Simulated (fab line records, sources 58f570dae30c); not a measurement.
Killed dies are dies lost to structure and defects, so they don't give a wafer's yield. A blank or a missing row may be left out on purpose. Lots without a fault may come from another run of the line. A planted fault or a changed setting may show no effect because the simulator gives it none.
One fault seen from 2 desks | flow berkeley_cmos170 | each desk has only its own numbers; what lay behind them comes last

THE TOOL OWNER'S DESK: lpcvd-02
The tool's own readings at UCB170_NWELL_CVD_04 (deposits Si3N4 from SiH2Cl2/NH3, target thk 224 nm, time 3360 s): means of the sampled wafers that have a number, for each lot that ran on this tool. A lot is out of limits, marked OUT, if its mean lies more than 4 standard deviations from the usual mean; the brackets give that distance.
Columns: A = spike_tc_load_C at UCB170_NWELL_CVD_04, usual 822.5 C; B = zone_power_centre_pct at UCB170_NWELL_CVD_04, usual 37 %
lot  | first seen here | A     | B
L812 | day 2 10:52     | 824.0 | 33
L813 | day 2 10:52     | 822.1 | 34
L817 | day 3 09:08     | 822.4 | 34
L818 | day 3 16:05     | 822.0 | 33
L819 | day 3 22:18     | 822.3 | 34
L821 | day 4 10:46     | 825.1 | 33
L822 | day 4 10:46     | 824.9 | 33
L824 | day 4 22:34     | 824.9 | 33
L825 | day 5 05:50     | 824.6 | 32
This desk's finding: nothing out of limits on any of the 9 lots.

THE METROLOGY DESK
What the gauges read, lot by lot, whatever tool the lot ran on: means of the sampled wafers that have a number. A lot is out of limits, marked OUT, if its mean lies more than 4 standard deviations from the usual mean; the brackets give that distance.
Columns: A = NWELL_NITRIDE_THK at UCB170_NWELL_THK_MEAS_05, usual 224.7 nm; B = NWELL_OVL at UCB170_NWELL_OVL_MEAS_12, usual 3 nm; C = FIELD_OXIDE_THK at UCB170_FIELD_THK_MEAS_02, usual 556 nm
lot  | first seen here | A               | B  | C
L811 | day 2 10:41     | 225.2           | 2  | 554
L812 | day 2 12:48     | 222.1           | 1  | 556
L813 | day 2 12:48     | 225.4           | 0  | 551
L816 | day 3 02:05     | 225.6           | -1 | 543
L817 | day 3 11:05     | 225.1           | 7  | 553
L818 | day 3 18:01     | 223.0           | 4  | 560
L819 | day 4 00:23     | 224.5           | -2 | 579
L821 | day 4 12:42     | 222.3           | -4 | 567
L822 | day 4 12:42     | 223.1           | -4 | 554
L824 | day 5 00:32     | 205.1 (-10) OUT | 3  | 547
L825 | day 5 07:46     | 205.2 (-10) OUT | 3  | 548
L833 | day 6 19:10     | 222.2           | 6  | 554
L832 | day 6 19:11     | 226.5           | 0  | 551
L834 | day 7 00:49     | 227.5           | 1  | 555
This desk's finding: out of limits on L824, L825; first on L824, day 5 00:32 (NWELL_NITRIDE_THK at UCB170_NWELL_THK_MEAS_05). In limits: L811, L812, L813, L816, L817, L818, L819, L821, L822, L833, L832, L834.

PUT TOGETHER
The metrology desk could have raised an alarm at day 5 00:32, on L824, L825.
The tool owner's desk saw nothing out of limits.
The tool owner's desk has L824, L825 on record, within its limits.
Of the lots named, all ran UCB170_NWELL_CVD_04 on lpcvd-02.

WHAT THE SIMULATOR HAD PUT IN
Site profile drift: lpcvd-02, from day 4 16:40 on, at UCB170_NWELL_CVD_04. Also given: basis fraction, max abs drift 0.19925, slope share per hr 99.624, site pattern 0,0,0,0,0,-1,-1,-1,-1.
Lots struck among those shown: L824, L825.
Hours from the fault's start to each desk's first reading out of limits: the metrology desk, 8.
